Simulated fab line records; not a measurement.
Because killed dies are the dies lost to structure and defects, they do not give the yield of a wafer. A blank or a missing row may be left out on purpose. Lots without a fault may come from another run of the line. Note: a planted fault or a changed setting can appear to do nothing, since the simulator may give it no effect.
Split-lot experiment | flow ritCmos | on a route of 202 steps: 5 lots, 23 wafers read

## THE SPLIT ITSELF
At RIT_SPACER_CVD_03 (deposits Si3N4 from SiH2Cl2/NH3, target thk 250 nm, time 3300 s), the setting nh3FlowSccm was moved away from the recipe's 150 sccm on 5 of the 23 wafers read, by +6.9%. The other wafers ran this setting at the recipe's value.

## FROM THE SPLIT TO THE READING: what the file shows between them, 8 steps
- RIT_NSD_COAT_01: resist thk 1000 nm (also split here: spinRpm)
- RIT_NSD_SOFTBAKE_02: time 60 s
- RIT_NSD_EXPOSE_03: exposes mask M9, target cd 40700 nm
- RIT_NSD_DEVELOP_05: develop time 50 s
- RIT_NSD_HARDBAKE_07: time 60 s
- RIT_NSD_IMPLANT_08 (also split here: doseCm2)
- RIT_NSD_STRIP_09: strips in O2, time 180 s
- RIT_NSD_TW_MEAS_10

## THE READING
Si3N4_of_SPACER_CVD_03.thkNm (the simulator's own value, which no gauge read), in nm, at RIT_SDANNEAL_CLEAN_00 (cleans in SC1, time 600 s). No usual value for it is given in the file. Average 196.4 nm, standard deviation 1.5 nm, over the 18 wafers here run with the recipe.

wafer  | tool, chamber at the split | nh3FlowSccm as run, sccm | against the recipe | Si3N4_of_SPACER_CVD_03.thkNm, nm | against lot-mates on the recipe
L074.2 | -, -                       | 150                      | recipe             | 195.9                            | -
L074.3 | -, -                       | 150                      | recipe             | 196.8                            | -
L074.4 | -, -                       | 150                      | recipe             | 196.8                            | -
L074.5 | -, -                       | 150                      | recipe             | 196.1                            | -
L074.6 | -, -                       | 150                      | recipe             | 197.4                            | -
L077.3 | lpcvd-02, 0                | 150                      | recipe             | 195.3                            | -
L077.4 | lpcvd-02, 0                | 150                      | recipe             | 195.3                            | -
L077.5 | lpcvd-02, 0                | 150                      | recipe             | 194.6                            | -
L078.1 | -, -                       | 160.4                    | +6.9%              | 211.4                            | no lot-mate on the recipe
L078.2 | -, -                       | 160.4                    | +6.9%              | 209.4                            | no lot-mate on the recipe
L078.3 | -, -                       | 160.4                    | +6.9%              | 208.1                            | no lot-mate on the recipe
L078.5 | -, -                       | 160.4                    | +6.9%              | 208.7                            | no lot-mate on the recipe
L078.6 | -, -                       | 160.4                    | +6.9%              | 211.3                            | no lot-mate on the recipe
L081.1 | -, -                       | 150                      | recipe             | 198.7                            | -
L081.4 | -, -                       | 150                      | recipe             | 198.7                            | -
L081.3 | -, -                       | 150                      | recipe             | 199.3                            | -
L081.5 | -, -                       | 150                      | recipe             | 197.5                            | -
L081.6 | -, -                       | 150                      | recipe             | 197.7                            | -
L084.1 | -, -                       | 150                      | recipe             | 195.3                            | -
L084.2 | -, -                       | 150                      | recipe             | 195                              | -
L084.3 | -, -                       | 150                      | recipe             | 194.6                            | -
L084.4 | -, -                       | 150                      | recipe             | 194.4                            | -
L084.6 | -, -                       | 150                      | recipe             | 196.1                            | -

FIT RESULTS
A straight line over all 23 wafers: Si3N4_of_SPACER_CVD_03.thkNm changes by +1.93 nm for each +1% of nh3FlowSccm; r = +0.97; the points scatter about the line by 1.5 nm.
Too few moved wafers have a lot-mate on the recipe to fit a line with each lot's own level taken away.

## FILE'S OWN FIT
Si3N4_of_SPACER_CVD_03.thkNm changes by +1.92 nm for each +1% of nh3FlowSccm, r = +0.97.
